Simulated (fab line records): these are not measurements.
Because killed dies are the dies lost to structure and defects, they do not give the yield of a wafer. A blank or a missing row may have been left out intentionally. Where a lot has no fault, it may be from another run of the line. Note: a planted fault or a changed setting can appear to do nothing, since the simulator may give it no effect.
Problem report, 8D (eight disciplines) form, completed by code -- flow berkeley-cmos170 -- the parts of the form that need people (team, actions taken, sign-off) are left out

1. THE PROBLEM
At UCB170_M2_ETCH_17, bias-w averages 114.3 W over 2 wafers from 2 lots, while fault-free wafers read 99.9 W, standard deviation 0.33. Measured from the usual mean, that is +44 standard deviations.
The step: etches BARC in N2/H2.
Earliest sighting: wafer L937.3 on rie-diel-02 at day 13 08:17. The record has a number at this step for 42 wafers belonging to 14 lots. The rule behind "out" and "out of limits": a value lying over 4 standard deviations away from the usual mean. The other wafers with a number count as sound.

2. WHAT IT IS; WHAT IT IS NOT
question,is,is not
which readings at this step,bias-w,"drypump-motor-current-A, n2-flow-sccm"
which lots,"L937, L938","L918, L920, L921, L922, L923, L924, L926, L930, L931, L932, L934, L939"
which wafers of those lots,"L937.3, L938.1","L937.1, L937.2, L938.2, L938.6"
read on which tools,rie-diel-02,"rie-diel-01, rie-diel-03"
when,from day 13 08:17,"up to then (35 sound wafers); but 5 sound wafers of L938, L939 came after"

3. THE SUSPECTS, EACH WITH WHAT RULES IT OUT
Counting: any tool at a process step up to the reading remains a suspect provided it ran every lot that is out. Sound lots after the first of them don't rule it out here, since some wafers of a struck lot are sound.
- rie-diel-02 at UCB170_M2_ETCH_17 (etches BARC in N2/H2): kept. Ran every lot that is out, first one L937 (day 13 08:17); last sound lot up to then L930 (day 11 16:32). Its own bias-w readings are out on those wafers.
- In rie-diel-02 at UCB170_M2_ETCH_17, the wafers that are out were processed in chamber 0 and their sound lot-mates in chambers 2, 3.
Remaining after the count: rie-diel-02 at UCB170_M2_ETCH_17.

4. THE CAUSE (what the simulator had put in)
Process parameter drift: rie-diel-02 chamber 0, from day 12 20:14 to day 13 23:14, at UCB170_M2_ETCH_17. Setting bias-w, moved by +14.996, from 100. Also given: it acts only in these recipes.
Only this tool survived the counting.

5. THE CHAIN OF EFFECTS, in route order
Rows list readings where the struck wafers' mean (over those with a number) sits beyond 3 standard deviations from the usual. Scope: only readings with a usual standard deviation given in the record; hours: median across lots of the time from each lot's start at the first step in this table that gives one to its start at this step; sigmas: change in usual standard deviations.
hours,step,reading,usual,on struck wafers,change,sigmas
0,UCB170_M2_ETCH_17,bias-w,99.9 W,114.3,+14.4,+44
0,UCB170_M2_ETCH_17,oes-product-au,1.002 a.u.,1.067,+0.065,+3.8
The process steps in it:
- UCB170_M2_ETCH_17: etches BARC in N2/H2.

6. HOW IT WOULD HAVE BEEN CAUGHT EARLIER
The fault began at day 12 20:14; the first out-of-limits reading in this record came at day 13 08:17, 12 hours later.
